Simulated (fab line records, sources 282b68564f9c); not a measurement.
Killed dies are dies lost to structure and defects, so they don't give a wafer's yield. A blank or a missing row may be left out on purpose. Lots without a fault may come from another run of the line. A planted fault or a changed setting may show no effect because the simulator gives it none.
Which tool did it? | flow rit_cmos | 15 lots, 45 wafers sampled, at 6 steps of a route of 202

WHAT THE GAUGES READ, wafer by wafer
RIT_PLDD_OVL_MEAS_06. Usual: PLDD_OVL 0.2 nm, standard deviation 1.1.
lot  | measured    | on         | PLDD_OVL (nm)  | flag
L146 | day 2 21:55 | overlay-02 | -0.1 -0.2 1.1  |
L147 | day 3 04:32 | overlay-02 | 0.2 1.7 0.6    |
L149 | day 3 10:33 | overlay-01 | 0.8 2.0 0.1    |
L150 | day 3 23:51 | overlay-01 | 0.0 -0.9 -1.3  |
L151 | day 3 23:55 | overlay-01 | 0.5 -0.8 1.7   |
L152 | day 4 01:11 | overlay-01 | 0.3 1.0 0.2    |
L153 | day 4 06:24 | overlay-01 | 0.0 1.4 -1.3   |
L154 | day 4 12:11 | overlay-01 | 1.7 1.3 1.8    |
L155 | day 4 21:08 | overlay-01 | -3.0 -1.3 -2.0 |
L156 | day 4 22:25 | overlay-01 | 2.8 1.7 1.6    |
L159 | day 5 12:20 | overlay-02 | 0.6 1.8 -0.8   |
L161 | day 6 01:05 | overlay-01 | 2.4 -2.5 -0.2  |
L163 | day 6 08:46 | overlay-02 | -1.1 0.6 -0.9  |
L165 | day 6 20:38 | overlay-01 | 0.5 0.3 2.4    |
L169 | day 7 15:08 | overlay-02 | 0.7 1.3 1.9    |

RIT_SILICIDE_RS_MEAS_02: measures by four-point-probe. Usual: SILICIDE_TI_RS 47.9 ohm/sq, standard deviation 0.65.
lot  | measured    | on            | SILICIDE_TI_RS (ohm/sq) | flag
L146 | day 3 05:26 | film_metro-02 | 48.6 47.6 48.1          |
L147 | day 3 11:44 | film_metro-01 | 47.0 47.3 47.8          |
L149 | day 3 18:06 | film_metro-03 | 48.9 48.0 48.1          |
L150 | day 4 07:04 | film_metro-01 | 47.0 47.1 46.9          |
L151 | day 4 07:50 | film_metro-01 | 47.9 47.7 47.3          |
L152 | day 4 09:46 | film_metro-02 | 47.8 47.3 47.9          |
L153 | day 4 13:32 | film_metro-03 | 48.0 49.1 48.6          |
L154 | day 4 20:11 | film_metro-01 | 47.4 47.7 47.3          |
L155 | day 5 04:29 | film_metro-01 | 47.3 47.0 48.2          |
L156 | day 5 05:32 | film_metro-02 | 47.2 47.6 47.8          |
L159 | day 5 19:27 | film_metro-01 | 47.0 48.2 46.8          |
L161 | day 6 08:17 | film_metro-02 | 36.8 36.6 36.5          | OFF
L163 | day 6 15:47 | film_metro-02 | 37.8 37.1 37.0          | OFF
L165 | day 7 03:52 | film_metro-01 | 36.2 35.8 35.8          | OFF
L169 | day 7 22:25 | film_metro-01 | 46.4 47.5 46.9          |

RIT_SILICIDE_THK_MEAS_03: measures by xrf. Usual: SILICIDE_TI_THK 30.0 nm, standard deviation 0.37.
lot  | measured    | on            | SILICIDE_TI_THK (nm) | flag
L146 | day 3 05:32 | film_metro-02 | 29.5 29.9 29.7       |
L147 | day 3 11:49 | film_metro-01 | 30.3 30.0 29.9       |
L149 | day 3 18:13 | film_metro-03 | 29.7 30.0 30.1       |
L150 | day 4 07:11 | film_metro-01 | 30.5 30.3 30.6       |
L151 | day 4 07:56 | film_metro-01 | 30.0 30.1 30.2       |
L152 | day 4 09:52 | film_metro-02 | 30.0 30.2 29.9       |
L153 | day 4 13:39 | film_metro-03 | 29.9 29.6 29.6       |
L154 | day 4 20:17 | film_metro-01 | 30.3 30.1 30.2       |
L155 | day 5 04:35 | film_metro-01 | 30.3 30.4 29.8       |
L156 | day 5 05:39 | film_metro-02 | 30.2 29.8 29.9       |
L159 | day 5 19:34 | film_metro-01 | 30.5 29.8 30.5       |
L161 | day 6 08:23 | film_metro-02 | 30.7 30.9 30.9       |
L163 | day 6 15:54 | film_metro-02 | 30.1 30.6 30.6       |
L165 | day 7 03:58 | film_metro-01 | 31.3 31.6 31.6       | OFF
L169 | day 7 22:31 | film_metro-01 | 30.9 30.3 30.6       |

RIT_CONTACT_THK_MEAS_01. Usual: CONTACT_TEOS_THK 401 nm, standard deviation 4.6.
lot  | measured    | on            | CONTACT_TEOS_THK (nm) | flag
L146 | day 3 05:51 | film_metro-01 | 397 399 402           |
L147 | day 3 12:07 | film_metro-01 | 405 406 410           |
L149 | day 3 18:32 | film_metro-02 | 402 410 405           |
L150 | day 4 07:28 | film_metro-01 | 399 403 405           |
L151 | day 4 08:14 | film_metro-02 | 395 398 402           |
L152 | day 4 10:10 | film_metro-01 | 393 397 398           |
L153 | day 4 13:56 | film_metro-04 | 402 399 406           |
L154 | day 4 20:35 | film_metro-02 | 399 395 402           |
L155 | day 5 04:53 | film_metro-02 | 404 402 409           |
L156 | day 5 05:56 | film_metro-04 | 396 394 398           |
L159 | day 5 19:51 | film_metro-02 | 404 397 404           |
L161 | day 6 08:43 | film_metro-01 | 391 396 400           |
L163 | day 6 16:11 | film_metro-04 | 397 405 410           |
L165 | day 7 04:16 | film_metro-02 | 398 404 406           |
L169 | day 7 22:48 | film_metro-02 | 400 403 404           |

WHICH TOOL RAN EACH LOT (tool, then ch and the chambers of the sampled wafers, then the start)
lot  | RIT_SILICIDE_SPUTTER_01     | RIT_CONTACT_CVD_00
L146 | pvd_sputter-01, day 3 05:16 | pecvd-02 ch 2, day 3 05:46
L147 | pvd_sputter-01, day 3 11:31 | pecvd-04 ch 0,1,2, day 3 12:03
L149 | pvd_sputter-01, day 3 17:57 | pecvd-02 ch 0, day 3 18:28
L150 | pvd_sputter-04, day 4 06:55 | pecvd-04 ch 1,2, day 4 07:25
L151 | pvd_sputter-01, day 4 07:39 | pecvd-03 ch 0,2, day 4 08:09
L152 | pvd_sputter-03, day 4 09:35 | pecvd-02 ch 0,1,2, day 4 10:06
L153 | pvd_sputter-04, day 4 13:23 | pecvd-04 ch 0,1,2, day 4 13:53
L154 | pvd_sputter-01, day 4 20:01 | pecvd-03 ch 0,2, day 4 20:31
L155 | pvd_sputter-04, day 5 04:19 | pecvd-02 ch 0,1, day 5 04:49
L156 | pvd_sputter-01, day 5 05:23 | pecvd-04 ch 1,2, day 5 05:53
L159 | pvd_sputter-04, day 5 19:18 | pecvd-04 ch 0,1, day 5 19:48
L161 | pvd_sputter-04, day 6 08:07 | pecvd-02 ch 1,2, day 6 08:40
L163 | pvd_sputter-04, day 6 15:38 | pecvd-03 ch 0,1,2, day 6 16:08
L165 | pvd_sputter-04, day 7 03:41 | pecvd-04 ch 0,1,2, day 7 04:11
L169 | pvd_sputter-03, day 7 22:13 | pecvd-02 ch 0,2, day 7 22:44
- RIT_SILICIDE_SPUTTER_01: material Ti, target thk 30 nm, time 240 s.
- RIT_CONTACT_CVD_00: deposits SiO2 from TEOS, target thk 400 nm, time 61 s.

WHAT THE TOOLS THEMSELVES READ (means of the sampled wafers that have a number; where no wafer has one, the mark that the record gives instead)
RIT_SILICIDE_SPUTTER_01. Usual: chamber_pressure_pa 0.6670 Pa, standard deviation 0.0013; throttle_valve_pct 29.9 %, standard deviation 1.4.
lot  | tool           | chamber_pressure_pa (Pa) | throttle_valve_pct (%) | flag
L146 | pvd_sputter-01 | 0.6688                   | 29.4                   |
L147 | pvd_sputter-01 | 0.6670                   | 29.2                   |
L149 | pvd_sputter-01 | 0.6672                   | 29.4                   |
L150 | pvd_sputter-04 | 0.6667                   | 30.4                   |
L151 | pvd_sputter-01 | 0.6675                   | 28.8                   |
L152 | pvd_sputter-03 | 0.6671                   | 29.6                   |
L153 | pvd_sputter-04 | 0.6666                   | 31.5                   |
L154 | pvd_sputter-01 | 0.6669                   | 28.7                   |
L155 | pvd_sputter-04 | 0.6678                   | 31.6                   |
L156 | pvd_sputter-01 | 0.6678                   | 29.4                   |
L159 | pvd_sputter-04 | 0.6678                   | 29.8                   |
L161 | pvd_sputter-04 | 0.5827                   | 32.9                   | OFF
L163 | pvd_sputter-04 | 0.5818                   | 33.8                   | OFF
L165 | pvd_sputter-04 | 0.5823                   | 33.8                   | OFF
L169 | pvd_sputter-03 | 0.6658                   | 29.7                   |

RIT_CONTACT_CVD_00. Usual: heater_power_w 314 W, standard deviation 45.
lot  | tool     | heater_power_w (W) | flag
L146 | pecvd-02 | 334                |
L147 | pecvd-04 | 296                |
L149 | pecvd-02 | 284                |
L150 | pecvd-04 | 334                |
L151 | pecvd-03 | 356                |
L152 | pecvd-02 | 318                |
L153 | pecvd-04 | 308                |
L154 | pecvd-03 | 312                |
L155 | pecvd-02 | 310                |
L156 | pecvd-04 | 299                |
L159 | pecvd-04 | 298                |
L161 | pecvd-02 | 354                |
L163 | pecvd-03 | 299                |
L165 | pecvd-04 | 298                |
L169 | pecvd-02 | 317                |

THE ANSWER, worked out from the rows above alone
Rule: a lot is off if the mean of its wafers that have a number lies more than 3 standard deviations from the usual mean. A lot without any number at a reading at which 4 lots or more have one is off too. The other lots that the step has rows for count as sound. The gauges are gone through in route order, then the tools' own readings, and for those a lot's mean is taken as printed above. The first step at which some lot is off is used, and at that step the reading that is off furthest; a lot without a number counts as furthest.
Off: L161, L163, L165, at RIT_SILICIDE_RS_MEAS_02 (SILICIDE_TI_RS).
A tool fits if, at a process step before that reading, it ran every lot that is off, and no sound lot after the first of them. The gauges at RIT_SILICIDE_RS_MEAS_02 aren't tried: what is off there is off at RIT_SILICIDE_SPUTTER_01 too, on other tools, and a gauge's error can't cause that. One fits: pvd_sputter-04 at RIT_SILICIDE_SPUTTER_01. Its last sound lot is L159 (day 5 19:18), its first lot that is off L161 (day 6 08:07): a fault that began between those two fits.
The tool's own readings at RIT_SILICIDE_SPUTTER_01 bear it out: on the lots that are off they differ by more than 5 times the standard deviation of the sound lots' means. chamber_pressure_pa reads 0.5823 Pa there against 0.6673 Pa on the sound lots.

WHAT THE SIMULATOR HAD PUT IN
Process parameter drift: pvd_sputter-04, from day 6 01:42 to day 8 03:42, at RIT_SILICIDE_SPUTTER_01. Setting chamber_pressure_pa, moved by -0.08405, from 0.667.
Lots struck among those shown: L161, L163, L165. The rule above found the same.
